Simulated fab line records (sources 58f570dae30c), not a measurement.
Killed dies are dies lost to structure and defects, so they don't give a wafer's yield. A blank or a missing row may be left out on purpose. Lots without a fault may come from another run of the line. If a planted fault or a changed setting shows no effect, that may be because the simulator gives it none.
The tool behind it: which one? :: flow berkeley-cmos170 :: 14 lots with 42 wafers sampled at 5 steps, on a route of 331 steps

== WHAT EACH GAUGE READ, for each wafer ==
UCB170_WELLDRIVE_THK_MEAS_02.
lot: L823
measured: day 3 11:59
on: film-metro-01
WELLDRIVE_OXIDE_THK (nm): 199 197 197

lot: L825
measured: day 3 18:25
on: film-metro-03
WELLDRIVE_OXIDE_THK (nm): 202 201 205

lot: L826
measured: day 3 22:53
on: film-metro-03
WELLDRIVE_OXIDE_THK (nm): 194 195 198

lot: L827
measured: day 4 09:06
on: film-metro-03
WELLDRIVE_OXIDE_THK (nm): 204 205 206

lot: L829
measured: day 4 16:40
on: film-metro-02
WELLDRIVE_OXIDE_THK (nm): 199 194 200

lot: L830
measured: day 4 19:27
on: film-metro-03
WELLDRIVE_OXIDE_THK (nm): 210 212 209

lot: L832
measured: day 5 12:04
on: film-metro-03
WELLDRIVE_OXIDE_THK (nm): 174 174 172 174 174 172

lot: L833
measured: day 5 12:02
on: film-metro-01
WELLDRIVE_OXIDE_THK (nm): 170 170 171 170 171 171

lot: L835
measured: day 5 23:10
on: film-metro-03
WELLDRIVE_OXIDE_THK (nm): 200 198 199

lot: L840
measured: day 7 02:22
on: film-metro-01
WELLDRIVE_OXIDE_THK (nm): 197 195 198

lot: L841
measured: day 7 08:46
on: film-metro-02
WELLDRIVE_OXIDE_THK (nm): 196 197 198

lot: L842
measured: day 7 17:52
on: film-metro-01
WELLDRIVE_OXIDE_THK (nm): 197 203 197

lot: L844
measured: day 8 04:58
on: film-metro-01
WELLDRIVE_OXIDE_THK (nm): 203 203 205

lot: L846
measured: day 8 11:28
on: film-metro-02
WELLDRIVE_OXIDE_THK (nm): 207 204 207

UCB170_PFIELD_OVL_MEAS_06.
lot: L823
measured: day 4 05:32
on: overlay-01
PFIELD_OVL (nm): 9 3 6

lot: L825
measured: day 4 09:32
on: overlay-01
PFIELD_OVL (nm): 8 10 15

lot: L826
measured: day 4 18:32
on: overlay-01
PFIELD_OVL (nm): 1 -2 3

lot: L827
measured: day 5 00:29
on: overlay-02
PFIELD_OVL (nm): 1 0 0

lot: L829
measured: day 5 11:59
on: overlay-02
PFIELD_OVL (nm): 7 9 4

lot: L830
measured: day 5 12:02
on: overlay-01
PFIELD_OVL (nm): -1 1 -2

lot: L832
measured: day 6 09:25
on: overlay-01
PFIELD_OVL (nm): -4 4 -3

lot: L833
measured: day 6 09:40
on: overlay-01
PFIELD_OVL (nm): 2 10 11

lot: L835
measured: day 6 22:50
on: overlay-01
PFIELD_OVL (nm): 0 7 3

lot: L840
measured: day 7 21:07
on: overlay-01
PFIELD_OVL (nm): 1 1 2

lot: L841
measured: day 8 04:28
on: overlay-02
PFIELD_OVL (nm): 3 8 6

lot: L842
measured: day 8 09:46
on: overlay-02
PFIELD_OVL (nm): 5 1 1

lot: L844
measured: day 9 07:26
on: overlay-02
PFIELD_OVL (nm): -6 -1 2

lot: L846
measured: day 9 07:50
on: overlay-01
PFIELD_OVL (nm): 0 1 2

UCB170_PFIELD_TW_MEAS_09.
lot: L823
measured: day 4 05:49
on: film-metro-02
PFIELD_TW: 603 602 607

lot: L825
measured: day 4 09:50
on: film-metro-03
PFIELD_TW: 601 596 593

lot: L826
measured: day 4 18:50
on: film-metro-02
PFIELD_TW: 599 604 600

lot: L827
measured: day 5 00:46
on: film-metro-03
PFIELD_TW: 596 600 600

lot: L829
measured: day 5 12:17
on: film-metro-03
PFIELD_TW: 602 601 600

lot: L830
measured: day 5 12:20
on: film-metro-04
PFIELD_TW: 603 604 607

lot: L832
measured: day 6 09:42
on: film-metro-04
PFIELD_TW: 607 607 605

lot: L833
measured: day 6 10:00
on: film-metro-02
PFIELD_TW: 601 602 599

lot: L835
measured: day 6 23:07
on: film-metro-02
PFIELD_TW: 596 602 601

lot: L840
measured: day 7 21:24
on: film-metro-02
PFIELD_TW: 599 599 595

lot: L841
measured: day 8 04:45
on: film-metro-04
PFIELD_TW: 603 605 604

lot: L842
measured: day 8 10:03
on: film-metro-02
PFIELD_TW: 606 602 604

lot: L844
measured: day 9 07:43
on: film-metro-03
PFIELD_TW: 607 603 606

lot: L846
measured: day 9 08:07
on: film-metro-02
PFIELD_TW: 593 600 601

== WHICH TOOL RAN EACH LOT (tool, then ch and the chambers of the sampled wafers, then the start) ==
lot: L823
UCB170_ZERO_STRIP_07: plasma-asher-04 ch 0,1, day 1 20:19
UCB170_WELLDRIVE_OXIDATION_01: furnace-04 ch 0, day 3 08:29

lot: L825
UCB170_ZERO_STRIP_07: plasma-asher-03 ch 0,1, day 2 03:50
UCB170_WELLDRIVE_OXIDATION_01: furnace-01 ch 0, day 3 14:55

lot: L826
UCB170_ZERO_STRIP_07: plasma-asher-04 ch 0,1, day 2 10:35
UCB170_WELLDRIVE_OXIDATION_01: furnace-03 ch 0, day 3 19:22

lot: L827
UCB170_ZERO_STRIP_07: plasma-asher-04 ch 0,1, day 2 14:28
UCB170_WELLDRIVE_OXIDATION_01: furnace-01 ch 0, day 4 05:36

lot: L829
UCB170_ZERO_STRIP_07: plasma-asher-02 ch 0,1, day 3 02:04
UCB170_WELLDRIVE_OXIDATION_01: furnace-04 ch 0, day 4 13:09

lot: L830
UCB170_ZERO_STRIP_07: plasma-asher-03 ch 0,1, day 3 05:59
UCB170_WELLDRIVE_OXIDATION_01: furnace-01 ch 0, day 4 15:57

lot: L832
UCB170_ZERO_STRIP_07: plasma-asher-02 ch 0,1, day 3 19:19
UCB170_WELLDRIVE_OXIDATION_01: furnace-04 ch 0, day 5 08:31

lot: L833
UCB170_ZERO_STRIP_07: plasma-asher-04 ch 0,1, day 3 22:32
UCB170_WELLDRIVE_OXIDATION_01: furnace-04 ch 0, day 5 08:31

lot: L835
UCB170_ZERO_STRIP_07: plasma-asher-02 ch 0,1, day 4 05:36
UCB170_WELLDRIVE_OXIDATION_01: furnace-03 ch 0, day 5 19:40

lot: L840
UCB170_ZERO_STRIP_07: plasma-asher-03 ch 0,1, day 5 07:21
UCB170_WELLDRIVE_OXIDATION_01: furnace-03 ch 0, day 6 22:52

lot: L841
UCB170_ZERO_STRIP_07: plasma-asher-04 ch 0,1, day 5 13:50
UCB170_WELLDRIVE_OXIDATION_01: furnace-03 ch 0, day 7 05:16

lot: L842
UCB170_ZERO_STRIP_07: plasma-asher-04 ch 0,1, day 5 20:02
UCB170_WELLDRIVE_OXIDATION_01: furnace-03 ch 0, day 7 14:22

lot: L844
UCB170_ZERO_STRIP_07: plasma-asher-04 ch 0,1, day 6 09:50
UCB170_WELLDRIVE_OXIDATION_01: furnace-01 ch 0, day 8 01:28

lot: L846
UCB170_ZERO_STRIP_07: plasma-asher-02 ch 0,1, day 6 12:57
UCB170_WELLDRIVE_OXIDATION_01: furnace-01 ch 0, day 8 07:58
- UCB170_ZERO_STRIP_07: strips in O2.
- UCB170_WELLDRIVE_OXIDATION_01: target thk 199 nm, ox time 9000 s.

== WHAT THE TOOLS THEMSELVES READ (means of the sampled wafers that have a number; where no wafer has one, the mark that the record gives instead) ==
UCB170_ZERO_STRIP_07.
lot: L823
tool: plasma-asher-04
drypump-motor-current-A (A): 5.6
oes-product-au (a.u.): 0.727
strip-time-to-endpoint-s (s): 21.47

lot: L825
tool: plasma-asher-03
drypump-motor-current-A (A): 5.4
oes-product-au (a.u.): 0.732
strip-time-to-endpoint-s (s): 21.52

lot: L826
tool: plasma-asher-04
drypump-motor-current-A (A): 5.6
oes-product-au (a.u.): 0.727
strip-time-to-endpoint-s (s): 21.49

lot: L827
tool: plasma-asher-04
drypump-motor-current-A (A): 5.9
oes-product-au (a.u.): 0.730
strip-time-to-endpoint-s (s): 21.47

lot: L829
tool: plasma-asher-02
drypump-motor-current-A (A): 5.3
oes-product-au (a.u.): 0.726
strip-time-to-endpoint-s (s): 21.58

lot: L830
tool: plasma-asher-03
drypump-motor-current-A (A): 5.6
oes-product-au (a.u.): 0.725
strip-time-to-endpoint-s (s): 21.52

lot: L832
tool: plasma-asher-02
drypump-motor-current-A (A): 5.3
oes-product-au (a.u.): 0.723
strip-time-to-endpoint-s (s): 21.50

lot: L833
tool: plasma-asher-04
drypump-motor-current-A (A): 5.9
oes-product-au (a.u.): 0.731
strip-time-to-endpoint-s (s): 21.45

lot: L835
tool: plasma-asher-02
drypump-motor-current-A (A): 5.3
oes-product-au (a.u.): 0.727
strip-time-to-endpoint-s (s): 21.43

lot: L840
tool: plasma-asher-03
drypump-motor-current-A (A): 5.5
oes-product-au (a.u.): 0.724
strip-time-to-endpoint-s (s): 21.45

lot: L841
tool: plasma-asher-04
drypump-motor-current-A (A): 5.6
oes-product-au (a.u.): 0.724
strip-time-to-endpoint-s (s): 21.51

lot: L842
tool: plasma-asher-04
drypump-motor-current-A (A): 5.6
oes-product-au (a.u.): 0.727
strip-time-to-endpoint-s (s): 21.45

lot: L844
tool: plasma-asher-04
drypump-motor-current-A (A): 5.9
oes-product-au (a.u.): 0.729
strip-time-to-endpoint-s (s): 21.45

lot: L846
tool: plasma-asher-02
drypump-motor-current-A (A): 5.7
oes-product-au (a.u.): 0.724
strip-time-to-endpoint-s (s): 21.55

UCB170_WELLDRIVE_OXIDATION_01.
lot: L823
tool: furnace-04
spike-tc-centre-C (C): 1102.9
spike-tc-load-C (C): 1126.3
spike-tc-source-C (C): 1127.7
tube-center-temp-C (C): 1100
tube_center_temp_C_max: 1102.9

lot: L825
tool: furnace-01
spike-tc-centre-C (C): 1102.3
spike-tc-load-C (C): 1128.9
spike-tc-source-C (C): 1124.5
tube-center-temp-C (C): 1100
tube_center_temp_C_max: 1103.0

lot: L826
tool: furnace-03
spike-tc-centre-C (C): 1102.2
spike-tc-load-C (C): 1128.2
spike-tc-source-C (C): 1122.7
tube-center-temp-C (C): 1100
tube_center_temp_C_max: 1102.6

lot: L827
tool: furnace-01
spike-tc-centre-C (C): 1100.3
spike-tc-load-C (C): 1126.4
spike-tc-source-C (C): 1124.5
tube-center-temp-C (C): 1100
tube_center_temp_C_max: 1102.8

lot: L829
tool: furnace-04
spike-tc-centre-C (C): 1103.2
spike-tc-load-C (C): 1125.3
spike-tc-source-C (C): 1128.6
tube-center-temp-C (C): 1100
tube_center_temp_C_max: 1102.8

lot: L830
tool: furnace-01
spike-tc-centre-C (C): 1101.3
spike-tc-load-C (C): 1126.3
spike-tc-source-C (C): 1125.7
tube-center-temp-C (C): 1100
tube_center_temp_C_max: 1103.0

lot: L832
tool: furnace-04
spike-tc-centre-C (C): 1083.0
spike-tc-load-C (C): 1105.6
spike-tc-source-C (C): 1106.8
tube-center-temp-C (C): 1080
tube_center_temp_C_max: 1083.6

lot: L833
tool: furnace-04
spike-tc-centre-C (C): 1082.6
spike-tc-load-C (C): 1105.4
spike-tc-source-C (C): 1108.1
tube-center-temp-C (C): 1080
tube_center_temp_C_max: 1083.0

lot: L835
tool: furnace-03
spike-tc-centre-C (C): 1102.4
spike-tc-load-C (C): 1129.0
spike-tc-source-C (C): 1123.8
tube-center-temp-C (C): 1100
tube_center_temp_C_max: 1103.0

lot: L840
tool: furnace-03
spike-tc-centre-C (C): 1102.5
spike-tc-load-C (C): 1128.0
spike-tc-source-C (C): 1125.0
tube-center-temp-C (C): 1100
tube_center_temp_C_max: 1102.9

lot: L841
tool: furnace-03
spike-tc-centre-C (C): 1101.0
spike-tc-load-C (C): 1127.7
spike-tc-source-C (C): 1123.6
tube-center-temp-C (C): 1100
tube_center_temp_C_max: 1102.7

lot: L842
tool: furnace-03
spike-tc-centre-C (C): 1102.9
spike-tc-load-C (C): 1128.4
spike-tc-source-C (C): 1122.7
tube-center-temp-C (C): 1100
tube_center_temp_C_max: 1102.8

lot: L844
tool: furnace-01
spike-tc-centre-C (C): 1100.3
spike-tc-load-C (C): 1126.9
spike-tc-source-C (C): 1125.2
tube-center-temp-C (C): 1100
tube_center_temp_C_max: 1102.9

lot: L846
tool: furnace-01
spike-tc-centre-C (C): 1101.2
spike-tc-load-C (C): 1127.2
spike-tc-source-C (C): 1123.6
tube-center-temp-C (C): 1100
tube_center_temp_C_max: 1103.0

== THE ANSWER, worked out from the rows above alone ==
Rule: usual is defined by the lots themselves. Put in order of their means at a reading, lots are off if they are a third of the lots or fewer, leave a main group of 4 or more, and stand apart from it by a gap of 3 or more times the standard deviation of the main group's means; of several such gaps the widest counts. A main group whose means are all the same, to the digits that the tables above print for the reading, isn't used. A lot without any number at a reading at which 4 lots or more have one is off too. Any other lot the step has rows for is counted as sound. After the gauges, taken in route order, come the tools' own readings; for these a lot's mean is taken, as printed above. At the first step where some lot is off, the reading lying furthest off is the one used; lots without a number count as furthest.
Off: L832, L833, at UCB170_WELLDRIVE_THK_MEAS_02 (WELLDRIVE_OXIDE_THK). Mean 201 nm and standard deviation 4.4 in the main group.
If a tool, at a process step before that reading, ran all the lots that are off and no sound lot after the first of them, it fits. The gauges at UCB170_WELLDRIVE_THK_MEAS_02 aren't tried: what is off there is off at UCB170_WELLDRIVE_OXIDATION_01 too, on other tools, and a gauge's error can't cause that. One candidate fits, namely furnace-04 at UCB170_WELLDRIVE_OXIDATION_01. A fault onset in the window from L829 (day 4 13:09, its last sound lot) to L832 (day 5 08:31, its first lot off) fits.
The tool's own readings at UCB170_WELLDRIVE_OXIDATION_01 bear it out: on the lots that are off they differ by more than 5 times the standard deviation of the sound lots' means. spike-tc-centre-C reads 1082.8 C there against 1101.9 C on the sound lots; spike-tc-load-C reads 1105.5 C there against 1127.4 C on the sound lots; spike-tc-source-C reads 1107.4 C there against 1124.8 C on the sound lots; tube-center-temp-C reads 1080 C there against 1100 C on the sound lots; tube_center_temp_C_max reads 1083.3 there against 1102.9 on the sound lots.

== WHAT HAD BEEN PUT IN BY THE SIMULATOR ==
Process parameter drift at UCB170_WELLDRIVE_OXIDATION_01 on furnace-04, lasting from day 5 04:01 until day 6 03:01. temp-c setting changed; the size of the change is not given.
Struck lots among those shown: L833, L832. The rule above found the same.
